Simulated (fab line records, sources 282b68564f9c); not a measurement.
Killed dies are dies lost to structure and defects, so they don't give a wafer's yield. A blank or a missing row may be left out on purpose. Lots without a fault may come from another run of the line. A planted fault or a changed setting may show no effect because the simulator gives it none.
A struck lot beside a sound one | flow rit_cmos | 22 steps out of a route of 202
Sound: wafers L651.1, L651.3, L651.5. Struck: wafers L655.3, L655.4, L655.5. The cause comes at the end.
At each step with rows: each side's tool, then ch and its chambers, then its first start. Under that, the readings that differ: sound wafers | struck wafers | difference of the means | sigmas: that difference in standard deviations of wafers without a fault.
alike: readings whose means differ by less than 2 such deviations, and words and numbers that are the same on both sides. not compared: withheld readings, readings that some wafer has no value for, bounds like >300 that may hide the same value, and numbers for which the record gives no deviation and whose values overlap.
The two part at a step that has a row with sigmas, a row that says differs or no value, or rows on one side only. Numbers that don't overlap but have no deviation are shown without sigmas and don't part them. A reading that every wafer of one side lacks parts them only if that side has two wafers or more.

first, 4 steps without rows for these wafers: RIT_NRETRO_SOFTBAKE_02 (time 60 s); RIT_NRETRO_EXPOSE_03 (exposes mask M4, target cd 43900 nm); RIT_NRETRO_PEB_04; RIT_NRETRO_DEVELOP_05 (develop time 68 s).
RIT_NRETRO_OVL_MEAS_06:
  sound on overlay-02, day 2 15:08; struck on overlay-01, day 3 15:23
  alike: NRETRO_OVL
then, 2 steps without rows for these wafers: RIT_NRETRO_HARDBAKE_07 (time 120 s); RIT_NRETRO_IMPLANT_08.
RIT_NRETRO_STRIP_09: strips in O2, time 180 s.
  sound on plasma_asher-01 ch 0,1, day 2 15:34; struck on plasma_asher-04 ch 0,1, day 3 15:53
  alike: drypump_motor_current_A
  not compared: rf_hours_counter_h
RIT_NRETRO_TW_MEAS_10:
  sound on film_metro-03, day 2 15:44; struck on film_metro-02, day 3 16:01
  alike: NRETRO_TW
then, 3 steps without rows for these wafers: RIT_PRETRO_HMDS_00 (prime time 60 s); RIT_PRETRO_COAT_01 (resist thk 1300 nm); RIT_PRETRO_SOFTBAKE_02 (time 60 s).
RIT_PRETRO_EXPOSE_03: exposes mask M5, target cd 43700 nm.
  sound on iline_stepper-01 ch 0, day 2 16:15; struck on iline_stepper-02 ch 0, day 3 16:32
  reading | sound          | struck         | difference | sigmas
  mask    | M5#0 M5#0 M5#0 | M4#0 M4#0 M4#0 | differs    |
then, 2 steps without rows for these wafers: RIT_PRETRO_PEB_04; RIT_PRETRO_DEVELOP_05 (develop time 68 s).
RIT_PRETRO_OVL_MEAS_06:
  sound on overlay-02, day 2 16:41; struck on overlay-01, day 3 16:56
  reading         | sound        | struck | difference                    | sigmas
  PRETRO_OVL (nm) | 0.0 0.4 -1.2 | - - -  | no value on the struck wafers |
then, 2 steps without rows for these wafers: RIT_PRETRO_HARDBAKE_07 (time 120 s); RIT_PRETRO_IMPLANT_08.
RIT_PRETRO_STRIP_09: strips in O2, time 180 s.
  sound on plasma_asher-02 ch 1, day 2 17:09; struck on plasma_asher-03 ch 0,1, day 3 17:26
  alike: drypump_motor_current_A
  not compared: rf_hours_counter_h
RIT_PRETRO_TW_MEAS_10:
  sound on film_metro-02, day 2 17:20; struck on film_metro-01, day 3 17:34
  reading   | sound       | struck   | difference | sigmas
  PRETRO_TW | 473 474 477 | 29 29 29 | -446       | -89
then, 1 step without rows for these wafers: RIT_GATE_WET_ETCH_00 (etches SiO2 in BOE, target depth 56 nm, time 60 s).
RIT_M1_PROBE_99:
  the record has rows for the struck wafers here (prober-02, day 4 19:10) and none for the sound ones

WHERE THEY PART
First at RIT_PRETRO_EXPOSE_03; last, within this record, at RIT_M1_PROBE_99.

WHY: what the simulator had put in
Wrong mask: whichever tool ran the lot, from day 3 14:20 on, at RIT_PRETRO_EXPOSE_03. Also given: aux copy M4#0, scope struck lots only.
